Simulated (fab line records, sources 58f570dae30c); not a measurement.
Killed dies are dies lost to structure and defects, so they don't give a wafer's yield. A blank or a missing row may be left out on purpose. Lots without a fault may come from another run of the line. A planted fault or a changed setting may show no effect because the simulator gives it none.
Chamber matching | flow berkeley_cmos170 | UCB170_GATE_ETCH_14 on rie_diel-04: 4 sister chambers
The step etches BARC in N2/H2. 4 wafers are shown with their chamber, then 7 later ones without.

WAFERS WITH THEIR CHAMBER
wafer  | chamber | throttle_valve_pct (%)
L635.4 | 0       | 13.41
L646.3 | 2       | 13.47
L647.2 | 1       | 13.38
L647.3 | 3       | 13.42

WAFERS WITHOUT THEIR CHAMBER
wafer  | throttle_valve_pct (%)
L647.6 | 13.43
L649.1 | 13.41
L649.2 | 13.42
L649.4 | 13.46
L656.2 | 13.40
L656.3 | 13.40
L656.6 | 13.38

WHICH CHAMBER EACH WENT THROUGH
wafer  | from the rows above          | in truth
L647.6 | can't be placed: 3 or 0      | 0
L649.1 | can't be placed: 0 or 3      | 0
L649.2 | can't be placed: 3 or 0      | 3
L649.4 | 2                            | 2
L656.2 | can't be placed: 0 or 1 or 3 | 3
L656.3 | can't be placed: 0 or 1 or 3 | 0
L656.6 | 1                            | 1
Placed correctly: 2 of 7. Can't be placed from these rows: 5 (the true chamber is among the candidates in 5). Placed wrongly: 0.
How it was worked out, from the rows above alone: a wafer's distance from a chamber is the root of the sum, over the readings, of the square of ((its reading less the chamber's mean) divided by the reading's scatter). The wafer belongs to the nearest chamber; if the next one is less than 2 further off, it can't be placed. A chamber's mean is the mean of its shown wafers. The scatter: with one shown wafer a chamber, the root of the mean of the squares of how far each hidden wafer lies from its nearest shown one.
